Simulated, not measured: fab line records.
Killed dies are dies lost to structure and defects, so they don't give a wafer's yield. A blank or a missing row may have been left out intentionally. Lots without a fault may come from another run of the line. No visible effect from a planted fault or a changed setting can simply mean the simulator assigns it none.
Split-lot experiment ; flow ritCmos ; on a route of 202 steps: 5 lots, 23 wafers read

== SPLIT DETAILS ==
At RIT_NSD_IMPLANT_08, the setting energyKev was moved away from the recipe's 25 on 7 of the 23 wafers read, by -2.3% to +5.5%. This setting was run at the recipe's value on the other wafers.

== FROM SPLIT TO READING: 1 step shown by the file between the two ==
- RIT_NSD_STRIP_09: strips in O2, time 180 s

== THE READING ==
NSD_TW, at RIT_NSD_TW_MEAS_10. A value of 3123 with a standard deviation of 15 is what fault-free wafers of this fab line usually give.

wafer;tool, chamber at the split;energyKev as run;against the recipe;NSD_TW;against lot-mates on the recipe
L074.1;implanter-04, 0;25.7;+2.8%;3160;+34
L074.3;implanter-04, 0;25.7;+2.8%;3146;+20
L074.4;implanter-04, 0;25;recipe;3124;-
L074.5;implanter-04, 0;25;recipe;3114;-
L074.6;implanter-04, 0;25;recipe;3140;-
L076.1;implanter-04, 0;25;recipe;3115;-
L076.2;implanter-04, 0;26.37;+5.5%;3154;+42
L076.4;implanter-04, 0;26.37;+5.5%;3155;+44
L076.5;implanter-04, 0;26.37;+5.5%;3166;+54
L076.6;implanter-04, 0;25;recipe;3108;-
L077.1;implanter-04, 0;25;recipe;3135;-
L077.3;implanter-04, 0;25;recipe;3137;-
L077.4;implanter-04, 0;25;recipe;3116;-
L077.5;implanter-04, 0;25;recipe;3130;-
L077.6;implanter-04, 0;25;recipe;3144;-
L078.1;implanter-04, 0;25;recipe;3093;-
L078.3;implanter-04, 0;25;recipe;3113;-
L078.6;implanter-04, 0;25;recipe;3117;-
L079.1;implanter-04, 0;24.42;-2.3%;3105;-21
L079.2;implanter-04, 0;25;recipe;3130;-
L079.3;implanter-04, 0;25;recipe;3133;-
L079.4;implanter-04, 0;25;recipe;3116;-
L079.5;implanter-04, 0;24.42;-2.3%;3105;-21

FIT RESULTS
A straight line over all 23 wafers: NSD_TW changes by +7.12 for each +1% of energyKev; r = +0.79; the points scatter about the line by 12.
The same after taking each lot's own level away (the mean of its wafers on the recipe; 23 wafers): +8.76 for each +1%; r = +0.92; scatter 8.5.
According to that fit, moving energyKev by its largest amount changes the reading by 48.
Across the lots, their own levels run from 3107.7 to 3132.4, a range of 1.6 times the standard deviation given above.
So the lot-to-lot level blurs the effect unless lot-mates are compared.
Check: with one of the wafers moved furthest among these (+5.5%) left out of the fit, the line predicts +49.9 for it against its lot-mates. It came out at +42.5 against them.

== ADDITIONAL SPLITS CARRIED BY THESE WAFERS ==
These wafers also went through other splits before the reading. Each is held against what the fit with the lots' levels taken away leaves over:
other split on the same wafers;wafers away from the commonest value;r with NSD_TW (lot level and that fit taken away)
RIT_ACTIVE_COAT_06 spinRpm;10;-0.45
RIT_FOX1_OXIDATION_00 oxTimeS;18;-0.07
RIT_NWELL_IMPLANT_08 doseCm2;8;-0.04
RIT_PWELL_COAT_01 spinRpm;9;-0.16
RIT_PWELL_IMPLANT_08 energyKev;6;+0.08
RIT_PRETRO_IMPLANT_08 energyKev;11;+0.20
RIT_GATE_OXIDATION_05 tempC;10;+0.00
RIT_NLDD_IMPLANT_08 energyKev;4;+0.17
RIT_SPACER_CVD_03 nh3FlowSccm;18;+0.04
RIT_NSD_COAT_01 resistThkNm;10;+0.11

== THE WHOLE CHAIN: every reading that the file lists as answering this split, in the file's order ==
step;what it does;reading;change (the file's fit);r (the file's)
RIT_NSD_IMPLANT_08;;implant.drpNm (the simulator's own value, which no gauge read);+0.0888 nm for each +1% of the setting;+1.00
RIT_NSD_TW_MEAS_10;;NSD_TW;+8.92 for each +1% of the setting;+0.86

== FILE'S OWN FIT ==
NSD_TW changes by +8.92 for each +1% of energyKev, r = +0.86.
